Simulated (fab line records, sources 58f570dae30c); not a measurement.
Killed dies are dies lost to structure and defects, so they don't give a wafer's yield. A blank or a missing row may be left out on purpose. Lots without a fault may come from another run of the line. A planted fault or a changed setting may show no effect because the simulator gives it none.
A struck lot beside a sound one | flow berkeley_cmos170 | 15 steps out of a route of 331
Sound: wafers L889.2, L889.3, L889.5. Struck: wafers L892.1, L892.5, L892.6. The cause comes at the end.
At each step with rows: each side's tool, then ch and its chambers, then its first start. Under that, the readings that differ: sound wafers | struck wafers | difference of the means | sigmas: that difference in standard deviations of wafers without a fault.
alike: readings whose means differ by less than 2 such deviations, and words and numbers that are the same on both sides. not compared: withheld readings, readings that some wafer has no value for, bounds like >300 that may hide the same value, and numbers for which the record gives no deviation and whose values overlap.
The two part at a step that has a row with sigmas, a row that says differs or no value, or rows on one side only. Numbers that don't overlap but have no deviation are shown without sigmas and don't part them. A reading that every wafer of one side lacks parts them only if that side has two wafers or more.

first, 5 steps without rows for these wafers: UCB170_GATE_COAT_07 (resist thk 900 nm); UCB170_GATE_SOFTBAKE_08 (time 60 s); UCB170_GATE_EXPOSE_09 (exposes mask POLY, target cd 350 nm); UCB170_GATE_PEB_10; UCB170_GATE_DEVELOP_11 (develop time 45 s).
UCB170_GATE_CD_MEAS_12: target cd 350 nm.
  sound on cd_sem-01, day 9 13:01; struck on cd_sem-02, day 10 03:44
  alike: cd_nm
UCB170_GATE_OVL_MEAS_13:
  sound on overlay-01, day 9 13:07; struck on overlay-01, day 10 03:52
  alike: GATE_OVL
UCB170_GATE_ETCH_14: etches BARC in N2/H2.
  sound on rie_diel-01 ch 0,1, day 9 13:09; struck on rie_diel-03 ch 0,3, day 10 03:53
  reading                     | sound       | struck      | difference | sigmas
  drypump_motor_current_A (A) | 5.8 5.1 5.1 | 6.5 6.5 6.3 | +1.1       | +3
  alike: oes_product_au, throttle_valve_pct
UCB170_GATE_ETCH_15: etches poly-Si in HBr/Cl2, stops on SiO2, time 56.3 s, target depth 278.2 nm.
  sound on rie_si-02 ch 0,2,3, day 9 13:11; struck on rie_si-01 ch 0,1,3, day 10 03:56
  alike: drypump_motor_current_A, oes_product_au, throttle_valve_pct
  not compared: rf_hours_counter_h
UCB170_GATE_STRIP_16: strips in O2.
  sound on plasma_asher-04 ch 0,1, day 9 13:14; struck on plasma_asher-01 ch 0,1, day 10 03:59
  alike: drypump_motor_current_A, oes_product_au
  not compared: rf_hours_counter_h
UCB170_GATE_CD_MEAS_90: target cd 350 nm.
  sound on cd_sem-02, day 9 13:22; struck on cd_sem-01, day 10 04:05
  alike: cd_nm
then, 1 step without rows for these wafers: UCB170_GATE_CLEAN_17 (cleans in SPM, time 600 s).
UCB170_PLDD_HMDS_00: prime time 60 s.
  sound on litho_track-03 ch 0, day 9 14:11; struck on litho_track-04 ch 0, day 10 04:40
  reading          | sound                | struck            | difference | sigmas
  prime_temp_c (C) | 100.07 100.36 100.07 | 98.79 98.74 98.79 | -1.39      | -11
  alike: resist_line_temp_C
then, 1 step without rows for these wafers: UCB170_PLDD_COAT_01 (resist thk 900 nm).
UCB170_M3_PROBE_99:
  the record has rows for the sound wafers here (prober-02, day 11 00:43) and none for the struck ones

WHERE THEY PART
First at UCB170_GATE_ETCH_14; last, within this record, at UCB170_M3_PROBE_99.

WHY: what the simulator had put in
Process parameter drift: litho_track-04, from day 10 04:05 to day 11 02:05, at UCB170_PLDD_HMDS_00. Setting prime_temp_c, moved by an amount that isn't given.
